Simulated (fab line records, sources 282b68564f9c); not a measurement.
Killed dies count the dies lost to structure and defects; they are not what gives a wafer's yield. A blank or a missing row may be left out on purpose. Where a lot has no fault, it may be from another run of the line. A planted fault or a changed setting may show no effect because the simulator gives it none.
Which tool was responsible? | flow rit cmos | 15 lots with 45 wafers sampled at 3 steps, on a route of 202 steps

== WHAT EACH GAUGE READ, for each wafer ==
RIT_PWELL_OVL_MEAS_06.
lot  | measured    | on         | PWELL_OVL (nm)
L578 | day 1 23:47 | overlay-02 | -1.3 -1.4 -1.6
L579 | day 2 04:00 | overlay-02 | 1.8 1.7 2.2
L580 | day 2 09:54 | overlay-02 | 0.8 1.4 -0.6
L582 | day 2 19:26 | overlay-02 | -0.3 -1.0 -0.2
L583 | day 3 00:11 | overlay-02 | 2.3 2.7 -0.9
L584 | day 3 05:30 | overlay-01 | -0.5 -1.3 -0.3
L587 | day 4 00:23 | overlay-02 | -1.5 0.3 -1.4
L588 | day 4 03:07 | overlay-02 | 2.0 -0.3 0.0
L589 | day 4 06:07 | overlay-01 | -1.1 0.1 -0.4
L590 | day 4 11:44 | overlay-02 | 0.1 -0.5 -0.2
L591 | day 4 16:34 | overlay-02 | -0.7 -0.2 -0.7
L594 | day 5 07:40 | overlay-02 | 3.7 1.1 1.9
L595 | day 5 12:38 | overlay-02 | 1.2 1.1 0.7
L598 | day 6 03:48 | overlay-01 | -0.8 -0.1 0.2
L600 | day 6 14:14 | overlay-02 | -1.6 0.6 -2.5

RIT_GATE_CD_MEAS_16: the cd target is 150 nm.
lot  | measured    | on        | cd nm (nm)
L578 | day 2 16:55 | cd sem-02 | 150.4 150.4 151.8
L579 | day 2 18:32 | cd sem-02 | 152.0 150.2 150.7
L580 | day 3 03:59 | cd sem-02 | 150.8 149.7 151.0
L582 | day 3 10:34 | cd sem-02 | 153.9 155.9 155.4
L583 | day 3 15:31 | cd sem-02 | 153.5 151.2 152.5
L584 | day 3 20:14 | cd sem-02 | 148.6 146.7 146.3
L587 | day 4 15:24 | cd sem-01 | 152.3 152.0 150.3
L588 | day 4 18:01 | cd sem-02 | 148.2 150.7 148.2
L589 | day 4 20:02 | cd sem-02 | 150.7 151.2 149.2
L590 | day 5 05:23 | cd sem-02 | 145.8 148.6 148.2
L591 | day 5 07:49 | cd sem-02 | 148.4 148.0 149.3
L594 | day 5 23:34 | cd sem-01 | 267.6 266.0 265.5
L595 | day 6 03:56 | cd sem-02 | 240.5 239.9 240.3
L598 | day 6 20:52 | cd sem-01 | 145.4 145.6 149.1
L600 | day 7 06:20 | cd sem-02 | 218.5 219.5 219.8

== TOOL THAT RAN EACH LOT (tool first, then ch and the chambers of the sampled wafers, then the start) ==
lot  | RIT_GATE_EXPOSE_13
L578 | iline stepper-02 ch 0, day 2 16:31
L579 | iline stepper-02 ch 0, day 2 18:08
L580 | iline stepper-02 ch 0, day 3 03:35
L582 | iline stepper-02 ch 0, day 3 10:10
L583 | iline stepper-01 ch 0, day 3 15:07
L584 | iline stepper-02 ch 0, day 3 19:50
L587 | iline stepper-02 ch 0, day 4 15:00
L588 | iline stepper-02 ch 0, day 4 17:37
L589 | iline stepper-02 ch 0, day 4 19:38
L590 | iline stepper-01 ch 0, day 5 04:59
L591 | iline stepper-01 ch 0, day 5 07:24
L594 | iline stepper-02 ch 0, day 5 23:10
L595 | iline stepper-02 ch 0, day 6 03:32
L598 | iline stepper-01 ch 0, day 6 20:28
L600 | iline stepper-02 ch 0, day 7 05:56
- RIT_GATE_EXPOSE_13: exposes mask M6, target cd 150 nm.

== AS READ BY THE TOOLS THEMSELVES (means over the sampled wafers that have a number; for cases with no such wafer, the mark the record gives instead) ==
RIT_GATE_EXPOSE_13.
lot  | tool             | exposure dose mJ cm2 | reticle temp C (C) | stage vel mm s (mm/s)
L578 | iline stepper-02 | 379.8                | 23.04              | 500.10
L579 | iline stepper-02 | 379.5                | 23.03              | 499.86
L580 | iline stepper-02 | 379.9                | 22.94              | 499.56
L582 | iline stepper-02 | 379.1                | 23.00              | 499.80
L583 | iline stepper-01 | 380.1                | 23.00              | 500.01
L584 | iline stepper-02 | 379.8                | 22.94              | 500.22
L587 | iline stepper-02 | 379.9                | 22.99              | 500.00
L588 | iline stepper-02 | 379.5                | 23.00              | 499.73
L589 | iline stepper-02 | 379.8                | 23.09              | 499.88
L590 | iline stepper-01 | 379.9                | 23.03              | 499.76
L591 | iline stepper-01 | 380.2                | 22.96              | 500.13
L594 | iline stepper-02 | 302.8                | 22.98              | 499.89
L595 | iline stepper-02 | 318.3                | 23.02              | 500.04
L598 | iline stepper-01 | 379.9                | 22.90              | 500.12
L600 | iline stepper-02 | 330.6                | 22.95              | 500.01

== THE ANSWER, worked out from the rows above alone ==
Rule: the lots themselves supply what counts as usual. The widest of any qualifying gaps counts: lots, ordered by their means at a reading, are off when they make up no more than a third of the lots, leave a main group of 4 or more, and stand apart from it by 3 or more times the standard deviation of that group's means. The tables above print the reading to a certain number of digits; a main group whose means all agree to those digits is not used. Also off: a lot with no number at a reading for which 4 or more lots have one. All remaining lots with rows at the step are treated as sound. Order of review: gauges by route order, followed by the tools' own readings, for which a lot's mean as printed above is used. The first step at which some lot is off is used, and at that step the reading that is off furthest; a lot without a number counts as furthest.
Off, at RIT_GATE_CD_MEAS_16 on cd nm: L594, L595, L600. Main group: mean 150.1 nm, sd 2.3.
If a tool, at a process step before that reading, ran all the lots that are off and no sound lot after the first of them, it fits. Not tried: the gauges at RIT_GATE_CD_MEAS_16; whatever is off there is also off at RIT_GATE_EXPOSE_13, on other tools, and gauge error can't account for it. One fits: iline stepper-02 at RIT_GATE_EXPOSE_13. Its last sound lot is L589 (day 4 19:38), its first lot that is off L594 (day 5 23:10): a fault that began between those two fits.
The tool's own readings at RIT_GATE_EXPOSE_13 bear it out: on the lots that are off they differ by more than 5 times the standard deviation of the sound lots' means. exposure dose mJ cm2 reads 317.2 there against 379.8 on the sound lots.

== WHAT WAS PUT IN BY THE SIMULATOR ==
Process parameters drifting: iline stepper-02 at RIT_GATE_EXPOSE_13, beginning at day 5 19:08. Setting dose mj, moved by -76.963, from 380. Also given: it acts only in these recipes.
Struck lots among those shown: L594, L595, L600. Same finding as the rule above.
